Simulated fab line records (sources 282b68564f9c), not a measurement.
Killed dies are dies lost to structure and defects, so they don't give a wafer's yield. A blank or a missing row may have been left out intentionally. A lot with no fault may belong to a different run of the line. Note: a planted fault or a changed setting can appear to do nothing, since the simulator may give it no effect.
Comparing a struck lot with a sound one | flow ritCmos | 44 steps out of a route of 202
Sound: the wafers L405.1, L405.2, L405.6. The struck wafers were L408.3, L408.4, L408.6. The cause comes at the end.
For every step that has rows: the tool of each side, followed by ch and its chambers, followed by its first start. Under that, the readings that differ: sound wafers | struck wafers | difference of the means | sigmas: that difference in standard deviations of wafers without a fault.
alike: readings whose means differ by less than 2 such deviations, and words and numbers that are the same on both sides. not compared: withheld readings, readings that some wafer has no value for, bounds like >300 that may hide the same value, and numbers for which the record gives no deviation and whose values overlap.
A row with sigmas, a row that says differs or no value, or rows on one side alone: a step with any of these is where the two part. When numbers do not overlap yet have no deviation, they are printed without sigmas and do not part them. A reading missing from all wafers of one side parts the sides only when that side holds two or more wafers.

first, 1 step without rows for these wafers: RIT_PRETRO_IMPLANT_08.
RIT_PRETRO_STRIP_09: strips in O2, time 180 s.
  sound on plasmaAsher-01 ch 0,1, day 2 08:02; struck on plasmaAsher-02 ch 0,1, day 2 23:02
reading          | sound       | struck      | difference | sigmas
rfReflPowerW (W) | 4.7 5.4 4.7 | 5.6 9.9 9.7 | +3.5       | +2
  alike: drypumpMotorCurrentA
  not compared: rfHoursCounterH
RIT_PRETRO_TW_MEAS_10:
  struck on filmMetro-02, day 2 23:10; sound on filmMetro-02, day 2 08:13
  alike: PRETRO_TW
then, 5 steps without rows for these wafers: RIT_GATE_WET_ETCH_00 (etches SiO2 in BOE, target depth 56 nm, time 60 s); RIT_GATE_CLEAN_01 (cleans in SC1, time 600 s); RIT_GATE_CLEAN_02 (cleans in dHF, time 30 s); RIT_GATE_CLEAN_03 (cleans in SC2, time 600 s); RIT_GATE_CLEAN_04 (cleans in dHF, time 60 s).
RIT_FOX2_THK_MEAS_91:
  struck on filmMetro-02, day 2 23:51; sound on filmMetro-03, day 2 08:43
  alike: FIELD_OXIDE_LEFT_2_THK
then, 2 steps without rows for these wafers: RIT_GATE_OXIDATION_05 (target thk 3 nm, ox time 270 s); RIT_GATE_ANNEAL_06 (time 600 s).
RIT_GATE_THK_MEAS_07:
  struck on filmMetro-03, day 3 01:14; sound on filmMetro-03, day 2 10:05
  alike: GATE_OXIDE_THK
RIT_GATE_CVD_08: deposits poly-Si from SiH4, target thk 250 nm, time 2220 s.
  sound on lpcvd-01 ch 1, day 2 10:09; struck on lpcvd-01 ch 1, day 3 01:17
reading                                 | sound           | struck            | difference | sigmas
model.poly-Si_of_GATE_CVD_08.thkNm (nm) | 247 249.9 248.4 | 179.9 180.7 181.2 | -67.8      | 
RIT_GATE_THK_MEAS_09:
  struck on filmMetro-04, day 3 02:55; sound on filmMetro-04, day 2 11:46
reading            | sound             | struck            | difference | sigmas
GATE_POLY_THK (nm) | 247.0 249.9 248.4 | 180.0 180.8 181.2 | -67.8      | -31
then, 6 steps without rows for these wafers: RIT_GATE_HMDS_10 (prime time 60 s); RIT_GATE_COAT_11 (resist thk 850 nm); RIT_GATE_SOFTBAKE_12 (time 60 s); RIT_GATE_EXPOSE_13 (exposes mask M6, target cd 150 nm); RIT_GATE_PEB_14; RIT_GATE_DEVELOP_15 (develop time 50 s).
RIT_GATE_CD_MEAS_16: the cd target is 150 nm.
  struck on cdSem-01, day 3 03:56; sound on cdSem-02, day 2 12:47
  alike: cdNm
RIT_GATE_OVL_MEAS_17:
  struck on overlay-01, day 3 04:01; sound on overlay-02, day 2 12:54
reading       | sound       | struck         | difference | sigmas
GATE_OVL (nm) | 0.4 2.1 0.0 | -2.1 -2.7 -2.6 | -3.3       | -3
then, 1 step without rows for these wafers: RIT_GATE_HARDBAKE_18 (time 60 s).
RIT_GATE_ETCH_19: etches poly-Si in SF6/CHF3/O2, stops on SiO2, time 165 s, target depth 312.5 nm.
  sound on rieSi-01 ch 1,2, day 2 13:07; struck on rieSi-02 ch 0,2,3, day 3 04:12
reading                        | sound             | struck            | difference | sigmas
oesProductAu (a.u.)            | 0.849 0.867 0.856 | 0.664 0.673 0.700 | -0.178     | -11
model.etch.depthNm (nm)        | 247 249.9 248.4   | 179.9 180.7 181.2 | -67.8      | 
model.GATE.featureDepthNm (nm) | 247 249.9 248.4   | 179.9 180.7 181.2 | -67.8      | 
  alike: SF6_flow_sccm, drypumpMotorCurrentA, throttleValvePct
  not compared: rfHoursCounterH
RIT_GATE_STRIP_20: strips in O2, time 180 s.
  sound on plasmaAsher-02 ch 0,1, day 2 13:13; struck on plasmaAsher-03 ch 0,1, day 3 04:22
  alike: drypumpMotorCurrentA, rfReflPowerW
  not compared: rfHoursCounterH
RIT_GATE_CD_MEAS_90: the cd target is 150 nm.
  struck on cdSem-01, day 3 04:31; sound on cdSem-01, day 2 13:23
  alike: cdNm
then, 4 steps without rows for these wafers: RIT_REOX_CLEAN_00 (cleans in SC1, time 600 s); RIT_REOX_CLEAN_01 (cleans in dHF, time 30 s); RIT_REOX_CLEAN_02 (cleans in SC2, time 600 s); RIT_REOX_OXIDATION_03 (target thk 25.2 nm, ox time 5580 s).
RIT_REOX_THK_MEAS_04:
  struck on filmMetro-02, day 3 07:42; sound on filmMetro-02, day 2 16:35
  alike: REOX_OXIDE_THK
then, 6 steps without rows for these wafers: RIT_NLDD_HMDS_00 (prime time 60 s); RIT_NLDD_COAT_01 (resist thk 1000 nm); RIT_NLDD_SOFTBAKE_02 (time 60 s); RIT_NLDD_EXPOSE_03 (exposes mask M7, target cd 40700 nm); RIT_NLDD_PEB_04; RIT_NLDD_DEVELOP_05 (develop time 50 s).
RIT_NLDD_OVL_MEAS_06:
  struck on overlay-02, day 3 08:36; sound on overlay-01, day 2 17:30
  alike: NLDD_OVL
then, 2 steps without rows for these wafers: RIT_NLDD_HARDBAKE_07 (time 60 s); RIT_NLDD_IMPLANT_08.
RIT_NLDD_STRIP_09: strips in O2, time 180 s.
  sound on plasmaAsher-01 ch 0,1, day 2 17:50; struck on plasmaAsher-04 ch 0,1, day 3 08:59
reading                  | sound       | struck      | difference | sigmas
drypumpMotorCurrentA (A) | 5.8 4.9 4.9 | 6.4 6.3 6.3 | +1.1       | +2
  alike: rfReflPowerW
  not compared: rfHoursCounterH
RIT_NLDD_TW_MEAS_10:
  struck on filmMetro-04, day 3 09:07; sound on filmMetro-01, day 2 18:01
reading | sound          | struck         | difference | sigmas
NLDD_TW | 2469 2472 2464 | 2519 2522 2527 | +54        | +3
RIT_SDANNEAL_CLEAN_02: cleans in SC2, time 600 s.
  sound on wetBench-01 ch 0, day 3 01:35; struck on wetBench-02 ch 3, day 3 16:22
reading                                 | sound             | struck           | difference | sigmas
model.poly-Si_of_GATE_CVD_08.thkNm (nm) | 160.1 163.6 161.2 | 92.8 94.17 95.01 | -67.6      | 
RIT_M1_PROBE_99:
  struck on prober-02, day 4 01:40; sound on prober-01, day 3 10:37
  alike: killed_at_M0_to_M3, killedAtFrontEnd, killedDies, killedOnRim, killedOpen, killedShort
  not compared: model.etest.pmosTurned.rOnOhmUm, model.etest.pmos_0p3.rOnOhmUm, model.etest.pmos_0p15.rOnOhmUm, model.etest.nmos_0p3.rOnOhmUm, model.etest.nmosTurned.driveUaUm, model.etest.nmos_0p15.rOnOhmUm, model.etest.pmosTurned.driveUaUm, model.etest.nmos_0p15.driveUaUm

WHERE THEY PART
First at RIT_PRETRO_STRIP_09; last, within this record, at RIT_NLDD_TW_MEAS_10. Later steps at which nothing parts them and some readings are alike: RIT_M1_PROBE_99.

WHY: whatever the simulator had introduced
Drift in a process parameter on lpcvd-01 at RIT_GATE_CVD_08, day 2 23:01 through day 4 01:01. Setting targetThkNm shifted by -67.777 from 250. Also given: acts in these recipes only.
